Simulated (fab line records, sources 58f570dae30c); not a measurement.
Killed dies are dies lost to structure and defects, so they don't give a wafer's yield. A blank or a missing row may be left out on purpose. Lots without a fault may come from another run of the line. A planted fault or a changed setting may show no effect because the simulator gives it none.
Chamber matching | flow berkeley_cmos170 | UCB170_V2_CMP_02 on cmp-02: 4 sister chambers
The step polishes SiO2. 7 wafers are shown with their chamber, then 7 later ones without.

WAFERS WITH THEIR CHAMBER
wafer  | chamber | motor_current_A (A)
L120.4 | 0       | 14.4
L131.5 | 3       | 15.5
L133.3 | 1       | 17.9
L133.5 | 2       | 14.5
L133.6 | 1       | 17.9
L136.2 | 2       | 14.5
L136.3 | 3       | 15.4

WAFERS WITHOUT THEIR CHAMBER
wafer  | motor_current_A (A)
L136.6 | 17.7
L135.2 | 14.5
L135.4 | 15.3
L135.5 | 17.1
L138.2 | 14.7
L138.5 | 18.5
L138.6 | 13.9

WHICH CHAMBER EACH WENT THROUGH
wafer  | from the rows above | in truth
L136.6 | 1                   | 1
L135.2 | 2                   | 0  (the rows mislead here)
L135.4 | 3                   | 3
L135.5 | 1                   | 1
L138.2 | 2                   | 2
L138.5 | 1                   | 1
L138.6 | 0                   | 0
Placed correctly: 6 of 7. Can't be placed from these rows: 0. Placed wrongly: 1.
How it was worked out, from the rows above alone: a wafer's distance from a chamber is the root of the sum, over the readings, of the square of ((its reading less the chamber's mean) divided by the reading's scatter). The wafer belongs to the nearest chamber; if the next one is less than 2 further off, it can't be placed. A chamber's mean is the mean of its shown wafers. The scatter: the root of (the sum of the squares of (reading less its chamber's mean) over the shown wafers, divided by (wafers less chambers)).
